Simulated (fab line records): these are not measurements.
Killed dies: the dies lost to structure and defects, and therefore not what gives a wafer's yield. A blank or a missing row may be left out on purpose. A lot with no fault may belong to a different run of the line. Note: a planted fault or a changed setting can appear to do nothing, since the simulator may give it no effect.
Which tool did it? -- flow berkeley cmos170 -- 13 lots with 39 wafers sampled at 3 steps, on a route of 331 steps

## WHAT EACH GAUGE READ, for each wafer
UCB170_V2_CD_MEAS_12: the cd target is 700 nm.
lot,measured,on,cd nm (nm)
L335,day 8 04:43,cd sem-02,702.2 701.4 700.7
L337,day 8 14:40,cd sem-02,699.7 700.4 700.1
L339,day 8 14:02,cd sem-02,700.6 698.7 700.5
L340,day 9 07:09,cd sem-01,699.1 699.0 700.1
L342,day 10 00:18,cd sem-01,699.5 700.2 699.9
L344,day 10 10:43,cd sem-02,699.4 698.3 700.5
L345,day 10 10:16,cd sem-02,699.4 698.5 698.9
L346,day 10 09:43,cd sem-02,696.9 697.3 697.9
L347,day 10 22:04,cd sem-02,700.0 699.5 699.5
L348,day 11 05:45,cd sem-02,700.3 699.9 700.6
L350,day 11 05:37,cd sem-01,699.8 700.8 702.0
L353,day 11 07:47,cd sem-01,700.8 700.8 702.1
L354,day 12 09:01,cd sem-01,701.0 701.9 701.2

UCB170_V2_CD_MEAS_90: the cd target is 700 nm.
lot,measured,on,cd nm (nm)
L335,day 8 05:09,cd sem-02,702.6 702.1 700.4
L337,day 8 15:06,cd sem-02,699.9 700.0 700.9
L339,day 8 14:28,cd sem-01,700.9 698.5 700.4
L340,day 9 07:35,cd sem-02,700.0 698.7 701.1
L342,day 10 00:45,cd sem-02,700.7 700.0 700.6
L344,day 10 11:10,cd sem-02,699.3 697.6 700.1
L345,day 10 10:43,cd sem-01,699.9 698.7 698.9
L346,day 10 10:10,cd sem-01,696.6 698.0 697.7
L347,day 10 22:30,cd sem-01,700.3 700.0 700.0
L348,day 11 06:11,cd sem-02,700.2 699.2 700.4
L350,day 11 06:03,cd sem-02,699.3 700.4 701.4
L353,day 11 08:13,cd sem-02,700.6 700.8 701.1
L354,day 12 09:28,cd sem-02,700.9 701.3 700.7

## WHICH TOOL RAN EACH LOT (tool, then ch and the chambers of the sampled wafers, then the start)
lot,UCB170_NWELL_ETCH_13
L335,"rie diel-03 ch 1,2,3, day 2 11:41"
L337,"rie diel-01 ch 0,1,2, day 3 00:32"
L339,"rie diel-01 ch 1,2, day 3 04:08"
L340,"rie diel-01 ch 0,1,3, day 3 12:57"
L342,"rie diel-01 ch 0,2,3, day 3 20:10"
L344,"rie diel-03 ch 0,1, day 4 09:19"
L345,"rie diel-03 ch 1,2, day 4 14:46"
L346,"rie diel-03 ch 1,3, day 4 21:13"
L347,"rie diel-01 ch 0,1,3, day 5 06:07"
L348,"rie diel-02 ch 1,2,3, day 5 10:23"
L350,"rie diel-01 ch 1,2,3, day 5 16:01"
L353,"rie diel-01 ch 1,2,3, day 6 06:27"
L354,"rie diel-03 ch 0,1,3, day 6 14:50"
- UCB170_NWELL_ETCH_13: etches Si3N4 in CH3F/Ar/O2, stops on SiO2, target depth 246.4 nm, time 154 s.

## AS READ BY THE TOOLS THEMSELVES (means over the sampled wafers that have a number; for cases with no such wafer, the mark the record gives instead)
UCB170_NWELL_ETCH_13.
lot,tool,drypump motor current A (A),oes product au (a.u.),throttle valve pct (%)
L335,rie diel-03,5.5,0.942,8.22
L337,rie diel-01,5.3,0.946,8.04
L339,rie diel-01,5.6,0.947,8.06
L340,rie diel-01,5.2,0.940,8.12
L342,rie diel-01,5.4,0.946,8.06
L344,rie diel-03,5.6,0.921,7.99
L345,rie diel-03,5.5,0.944,8.21
L346,rie diel-03,5.3,0.929,8.23
L347,rie diel-01,5.2,0.939,8.11
L348,rie diel-02,5.4,0.929,8.12
L350,rie diel-01,5.5,0.942,8.15
L353,rie diel-01,5.5,0.936,8.14
L354,rie diel-03,5.5,0.921,8.12

## THE ANSWER, worked out from the rows above alone
Rule: usual is defined by the lots themselves. Put in order of their means at a reading, lots are off if they are a third of the lots or fewer, leave a main group of 4 or more, and stand apart from it by a gap of 3 or more times the standard deviation of the main group's means; of several such gaps the widest counts. The tables above print the reading to a certain number of digits; a main group whose means all agree to those digits is not used. Also off: a lot with no number at a reading for which 4 or more lots have one. Any other lot the step has rows for is counted as sound. After the gauges, taken in route order, come the tools' own readings; for these a lot's mean is taken, as printed above. At the first step where some lot is off, the reading lying furthest off is the one used; lots without a number count as furthest.
No lot is off on any of the readings shown, so nothing can be concluded from this.

## WHAT THE SIMULATOR HAD PUT IN
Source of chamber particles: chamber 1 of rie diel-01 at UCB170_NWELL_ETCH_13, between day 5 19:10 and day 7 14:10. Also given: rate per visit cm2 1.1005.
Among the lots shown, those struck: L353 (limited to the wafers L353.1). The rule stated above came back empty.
